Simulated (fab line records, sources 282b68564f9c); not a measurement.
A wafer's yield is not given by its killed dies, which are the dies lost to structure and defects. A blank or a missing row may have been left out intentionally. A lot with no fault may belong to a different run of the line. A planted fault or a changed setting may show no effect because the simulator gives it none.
Comparing a struck lot with a sound one | flow rit cmos | 29 out of 202 route steps
Sound: these wafers, L196.1, L196.2, L196.3. Wafers struck: L200.1, L200.2, L200.3. The cause comes at the end.
For every step that has rows: the tool of each side, followed by ch and its chambers, followed by its first start. Under that, the readings that differ: sound wafers | struck wafers | difference of the means | sigmas: that difference in standard deviations of wafers without a fault.
alike: readings whose means differ by less than 2 such deviations, and words and numbers that are the same on both sides. not compared: withheld readings, readings that some wafer has no value for, bounds like >300 that may hide the same value, and numbers for which the record gives no deviation and whose values overlap.
A row with sigmas, a row that says differs or no value, or rows on one side alone: a step with any of these is where the two part. Numbers that don't overlap but have no deviation are shown without sigmas and don't part them. A reading that every wafer of one side lacks parts them only if that side has two wafers or more.

first, 1 step without rows for these wafers: RIT_PRETRO_DEVELOP_05 (develop time 68 s).
RIT_PRETRO_OVL_MEAS_06:
  sound on overlay-01, day 3 00:50; struck on overlay-01, day 4 04:08
  alike: PRETRO_OVL
then, 2 steps without rows for these wafers: RIT_PRETRO_HARDBAKE_07 (time 120 s); RIT_PRETRO_IMPLANT_08.
RIT_PRETRO_STRIP_09: strips in O2, time 180 s.
  sound on plasma asher-03 ch 0,1, day 3 01:16; struck on plasma asher-01 ch 0,1, day 4 04:35
  alike: drypump motor current A
  not compared: rf hours counter h
RIT_PRETRO_TW_MEAS_10:
  sound on film metro-02, day 3 01:26; struck on film metro-01, day 4 04:46
  reading   | sound       | struck      | difference | sigmas
  PRETRO_TW | 480 479 482 | 468 471 470 | -11        | -2
then, 5 steps without rows for these wafers: RIT_GATE_WET_ETCH_00 (etches SiO2 in BOE, target depth 56 nm, time 60 s); RIT_GATE_CLEAN_01 (cleans in SC1, time 600 s); RIT_GATE_CLEAN_02 (cleans in dHF, time 30 s); RIT_GATE_CLEAN_03 (cleans in SC2, time 600 s); RIT_GATE_CLEAN_04 (cleans in dHF, time 60 s).
RIT_FOX2_THK_MEAS_91:
  sound on film metro-03, day 3 01:56; struck on film metro-04, day 4 05:14
  alike: FIELD_OXIDE_LEFT_2_THK
RIT_GATE_OXIDATION_05: target thk 3 nm, ox time 270 s.
  sound on furnace-04 ch 0, day 3 05:03; struck on furnace-04 ch 0, day 4 05:43
  reading                                     | sound                | struck               | difference | sigmas
  spike tc centre C (C)                       | 901.6 899.4 899.8    | 909.4 909.5 907.5    | +8.5       | +4
  spike tc load C (C)                         | 926.7 926.0 926.3    | 933.9 933.3 936.6    | +8.3       | +3
  spike tc source C (C)                       | 926 926 926          | 934 935 934          | +8         | +2
  tube center temp C (C)                      | 899.87 900.07 900.08 | 908.26 908.33 908.42 | +8.33      | +99 or more
  tube_center_temp_C_max                      | 901.8 902.1 902.5    | 910.3 910.2 910.4    | +8.2       | +24
  model.SiO2_of_GATE_OXIDATION_05.thk nm (nm) | 3.007 2.999 2.986    | 3.29 3.29 3.255      | +0.28      |
then, 1 step without rows for these wafers: RIT_GATE_ANNEAL_06 (time 600 s).
RIT_GATE_THK_MEAS_07:
  sound on film metro-03, day 3 18:20; struck on film metro-02, day 4 09:23
  reading             | sound          | struck         | difference | sigmas
  GATE_OXIDE_THK (nm) | 3.02 3.02 3.00 | 3.32 3.30 3.20 | +0.26      | +5
then, 1 step without rows for these wafers: RIT_GATE_CVD_08 (deposits poly-Si from SiH4, target thk 250 nm, time 2220 s).
RIT_GATE_THK_MEAS_09:
  sound on film metro-04, day 3 20:01; struck on film metro-03, day 4 11:04
  reading            | sound             | struck            | difference | sigmas
  GATE_POLY_THK (nm) | 253.3 254.5 254.6 | 249.4 249.7 246.2 | -5.7       | -3
then, 6 steps without rows for these wafers: RIT_GATE_HMDS_10 (prime time 60 s); RIT_GATE_COAT_11 (resist thk 850 nm); RIT_GATE_SOFTBAKE_12 (time 60 s); RIT_GATE_EXPOSE_13 (exposes mask M6, target cd 150 nm); RIT_GATE_PEB_14; RIT_GATE_DEVELOP_15 (develop time 50 s).
RIT_GATE_CD_MEAS_16: target cd 150 nm.
  sound on cd sem-02, day 3 21:02; struck on cd sem-02, day 4 12:08
  alike: cd nm
RIT_GATE_OVL_MEAS_17:
  sound on overlay-01, day 3 21:10; struck on overlay-02, day 4 12:16
  alike: GATE_OVL
then, 1 step without rows for these wafers: RIT_GATE_HARDBAKE_18 (time 60 s).
RIT_GATE_ETCH_19: etches poly-Si in SF6/CHF3/O2, stops on SiO2, time 165 s, target depth 312.5 nm.
  sound on rie si-02 ch 1,2,3, day 3 21:21; struck on rie si-02 ch 0,1,2, day 4 12:33
  alike: drypump motor current A, oes product au, throttle valve pct
  not compared: rf hours counter h, model.GATE.cd nm
RIT_GATE_STRIP_20: strips in O2, time 180 s.
  sound on plasma asher-01 ch 0,1, day 3 21:28; struck on plasma asher-01 ch 0,1, day 4 12:40
  alike: drypump motor current A
  not compared: rf hours counter h
RIT_M1_PROBE_99:
  record: rows for the struck wafers here (prober-01, day 5 12:17), none for the sound ones

## WHERE THEY PART
First at RIT_PRETRO_TW_MEAS_10; last, within this record, at RIT_M1_PROBE_99.

WHY: whatever the simulator had introduced
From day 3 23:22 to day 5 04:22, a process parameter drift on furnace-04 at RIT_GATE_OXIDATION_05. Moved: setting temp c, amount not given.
